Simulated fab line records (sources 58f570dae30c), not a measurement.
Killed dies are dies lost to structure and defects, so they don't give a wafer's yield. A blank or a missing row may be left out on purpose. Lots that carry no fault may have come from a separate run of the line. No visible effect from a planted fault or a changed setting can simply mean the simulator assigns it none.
Struck lot and sound lot, side by side	flow berkeleyCmos170	15 steps out of a route of 331
Sound: these wafers, L262.1, L262.3, L262.4. Struck: wafers L271.3, L271.4, L271.6. Last of all comes the cause.
Order at every step that has rows: each side's tool, ch and its chambers, its first start. Under that, the readings that differ: sound wafers	struck wafers	difference of the means	sigmas: that difference in standard deviations of wafers without a fault.
alike: a reading whose means differ by less than 2 such deviations, as well as words and numbers matching on both sides. not compared: withheld readings; readings where some wafer has no value; bounds like >300 that might hide an equal value; numbers whose values overlap and for which the record gives no deviation.
A row with sigmas, a row that says differs or no value, or rows on one side alone: a step with any of these is where the two part. Numbers that don't overlap but have no deviation are shown without sigmas and don't part them. Lack of a reading on every wafer of one side parts them only where that side has two or more wafers.

UCB170_PWELL_THK_MEAS_03:
  struck on filmMetro-02, day 5 18:41; sound on filmMetro-04, day 4 06:27
  alike: PWELL_OXIDE_THK
then, 2 steps without rows for these wafers: UCB170_PWELL_ANNEAL_04 (time 900 s); UCB170_PWELL_CVD_05 (deposits Si3N4 from SiH2Cl2/NH3, target thk 220 nm, time 3300 s).
UCB170_PWELL_THK_MEAS_06:
  struck on filmMetro-02, day 6 01:27; sound on filmMetro-01, day 4 12:37
  alike: PWELL_NITRIDE_THK
then, 6 steps without rows for these wafers: UCB170_PWELL_HMDS_07 (prime time 60 s); UCB170_PWELL_COAT_08 (resist thk 900 nm); UCB170_PWELL_SOFTBAKE_09 (time 60 s); UCB170_PWELL_EXPOSE_10 (exposes mask PWELL, target cd 3000 nm); UCB170_PWELL_PEB_11; UCB170_PWELL_DEVELOP_12 (develop time 45 s).
UCB170_PWELL_OVL_MEAS_13:
  struck on overlay-01, day 6 02:34; sound on overlay-02, day 4 13:31
  alike: PWELL_OVL
UCB170_PWELL_ETCH_14: etches Si3N4 in CH3F/Ar/O2, stops on SiO2, target depth 242 nm, time 151 s.
  sound on rieDiel-04 ch 0,1, day 4 13:33; struck on rieDiel-02 ch 1,2, day 6 02:35
  alike: drypumpMotorCurrentA, oesProductAu, throttleValvePct
  not compared: rfHoursCounterH
UCB170_PWELL_IMPLANT_15:
  sound on implanter-01 ch 0, day 4 13:39; struck on implanter-01 ch 0, day 6 02:44
reading	sound	struck	difference	sigmas
beamEnergyKeV	60.024 60.012 60.000	62.389 62.388 62.394	+2.378	+99 or more
model.implant.rpNm (nm)	196.9 196.9 196.9	198 198 198	+1	
model.implant.drpNm (nm)	64.7 64.7 64.7	66.05 66.05 66.05	+1.35	
  alike: beamOnS, endStationPressureTorr
UCB170_PWELL_STRIP_16: strips in O2.
  sound on plasmaAsher-02 ch 0,1, day 4 13:48; struck on plasmaAsher-04 ch 0,1, day 6 02:52
  alike: drypumpMotorCurrentA, oesProductAu, stripTimeToEndpointS
  not compared: rfHoursCounterH
UCB170_M3_PROBE_99:
  sound wafers here have rows in the record (prober-02, day 9 11:55); struck ones have none

== WHERE THEY PART ==
Earliest at UCB170_PWELL_IMPLANT_15; latest, in this record, at UCB170_M3_PROBE_99.

WHY: what the simulator had put in
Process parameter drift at UCB170_PWELL_IMPLANT_15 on implanter-01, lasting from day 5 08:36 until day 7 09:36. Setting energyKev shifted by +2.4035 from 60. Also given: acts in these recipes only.
